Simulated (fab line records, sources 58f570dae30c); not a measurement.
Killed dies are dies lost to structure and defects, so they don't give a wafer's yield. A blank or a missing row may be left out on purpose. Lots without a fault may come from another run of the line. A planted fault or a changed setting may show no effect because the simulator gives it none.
Which tool did it? | flow berkeley_cmos170 | 14 lots, 42 wafers sampled, at 3 steps of a route of 331

WHAT THE GAUGES READ, wafer by wafer
UCB170_M2_RS_MEAS_02: measures by four-point-probe.
lot  | measured     | on            | M2_AL_RS (ohm/sq)
L419 | day 8 11:53  | film_metro-04 | 0.0330 0.0329 0.0329
L418 | day 8 18:31  | film_metro-04 | 0.0319 0.0318 0.0322
L421 | day 9 14:04  | film_metro-02 | 0.0322 0.0321 0.0323
L424 | day 9 15:23  | film_metro-03 | 0.0315 0.0319 0.0324
L423 | day 9 15:38  | film_metro-02 | 0.0319 0.0322 0.0320
L428 | day 10 14:47 | film_metro-03 | 0.0322 0.0318 0.0320
L427 | day 10 15:33 | film_metro-04 | 0.0325 0.0334 0.0326
L426 | day 10 15:08 | film_metro-04 | 0.0313 0.0318 0.0324
L425 | day 10 16:05 | film_metro-02 | 0.0318 0.0325 0.0316
L429 | day 10 17:28 | film_metro-03 | 0.0324 0.0321 0.0319
L433 | day 11 12:11 | film_metro-04 | 0.0327 0.0332 0.0323
L438 | day 13 09:40 | film_metro-03 | 0.0322 0.0324 0.0321
L436 | day 13 12:24 | film_metro-02 | 0.0324 0.0315 0.0327
L440 | day 14 04:18 | film_metro-04 | 0.0321 0.0322 0.0328

UCB170_V2_CD_MEAS_90: target cd 700 nm.
lot  | measured     | on        | cd_nm (nm)
L419 | day 8 17:43  | cd_sem-01 | 701.7 699.3 701.2
L418 | day 9 00:47  | cd_sem-01 | 699.5 700.1 699.3
L421 | day 9 19:13  | cd_sem-02 | 696.9 697.7 697.6
L424 | day 9 21:12  | cd_sem-01 | 700.8 699.5 699.0
L423 | day 9 21:46  | cd_sem-01 | 701.1 700.5 701.6
L428 | day 10 20:22 | cd_sem-02 | 699.9 701.1 698.3
L427 | day 10 22:26 | cd_sem-01 | 699.6 699.2 698.2
L426 | day 10 20:49 | cd_sem-02 | 700.1 701.2 699.2
L425 | day 10 22:58 | cd_sem-02 | 696.6 698.7 696.4
L429 | day 10 23:53 | cd_sem-02 | 700.4 699.8 701.1
L433 | day 11 18:20 | cd_sem-01 | 701.3 701.4 700.7
L438 | day 13 17:49 | cd_sem-02 | 700.1 699.8 699.0
L436 | day 13 21:10 | cd_sem-01 | 697.4 698.7 697.3
L440 | day 14 10:06 | cd_sem-02 | 701.1 702.6 701.7

WHICH TOOL RAN EACH LOT (tool, then ch and the chambers of the sampled wafers, then the start)
lot  | UCB170_M1_ETCH_11
L419 | rie_diel-02 ch 0,3, day 8 07:10
L418 | rie_diel-01 ch 1,3, day 8 07:29
L421 | rie_diel-02 ch 0,1, day 9 09:46
L424 | rie_diel-04 ch 0,1,3, day 9 10:44
L423 | rie_diel-02 ch 0,2,3, day 9 10:59
L428 | rie_diel-01 ch 2,3, day 10 07:44
L427 | rie_diel-02 ch 0,3, day 10 08:17
L426 | rie_diel-01 ch 0,2, day 10 08:31
L425 | rie_diel-01 ch 0,2, day 10 11:34
L429 | rie_diel-04 ch 2,3, day 10 11:48
L433 | rie_diel-01 ch 0,1,2, day 11 06:28
L438 | rie_diel-02 ch 2,3, day 13 03:50
L436 | rie_diel-02 ch 1,2,3, day 13 04:40
L440 | rie_diel-04 ch 0,2,3, day 13 22:39
- UCB170_M1_ETCH_11: etches BARC in N2/H2.

WHAT THE TOOLS THEMSELVES READ (means of the sampled wafers that have a number; where no wafer has one, the mark that the record gives instead)
UCB170_M1_ETCH_11.
lot  | tool        | drypump_motor_current_A (A) | oes_product_au (a.u.) | rf_fwd_power_W (W) | throttle_valve_pct (%)
L419 | rie_diel-02 | 5.7                         | 0.983                 | 493.4              | 13.10
L418 | rie_diel-01 | 6.6                         | 0.993                 | 493.7              | 13.29
L421 | rie_diel-02 | 5.4                         | 0.990                 | 492.9              | 13.27
L424 | rie_diel-04 | 6.1                         | 1.023                 | 495.0              | 13.27
L423 | rie_diel-02 | 5.6                         | 1.010                 | 493.4              | 13.22
L428 | rie_diel-01 | 6.0                         | 1.001                 | 492.1              | 13.27
L427 | rie_diel-02 | 5.7                         | 0.992                 | 495.5              | 13.09
L426 | rie_diel-01 | 5.0                         | 1.012                 | 493.4              | 13.27
L425 | rie_diel-01 | 5.1                         | 1.016                 | 495.0              | 13.26
L429 | rie_diel-04 | 5.5                         | 1.011                 | 495.7              | 13.17
L433 | rie_diel-01 | 5.7                         | 1.006                 | 494.9              | 13.27
L438 | rie_diel-02 | 5.6                         | 0.995                 | 493.1              | 13.27
L436 | rie_diel-02 | 5.5                         | 1.001                 | 492.9              | 13.39
L440 | rie_diel-04 | 5.7                         | 1.012                 | 496.6              | 13.19

THE ANSWER, worked out from the rows above alone
Rule: what is usual is taken from the lots themselves. Put in order of their means at a reading, lots are off if they are a third of the lots or fewer, leave a main group of 4 or more, and stand apart from it by a gap of 3 or more times the standard deviation of the main group's means; of several such gaps the widest counts. A main group whose means are all the same, to the digits that the tables above print for the reading, isn't used. A lot without any number at a reading at which 4 lots or more have one is off too. The other lots that the step has rows for count as sound. The gauges are gone through in route order, then the tools' own readings, and for those a lot's mean is taken as printed above. The first step at which some lot is off is used, and at that step the reading that is off furthest; a lot without a number counts as furthest.
No lot is off at any reading shown: from this, nothing can be told.

WHAT THE SIMULATOR HAD PUT IN
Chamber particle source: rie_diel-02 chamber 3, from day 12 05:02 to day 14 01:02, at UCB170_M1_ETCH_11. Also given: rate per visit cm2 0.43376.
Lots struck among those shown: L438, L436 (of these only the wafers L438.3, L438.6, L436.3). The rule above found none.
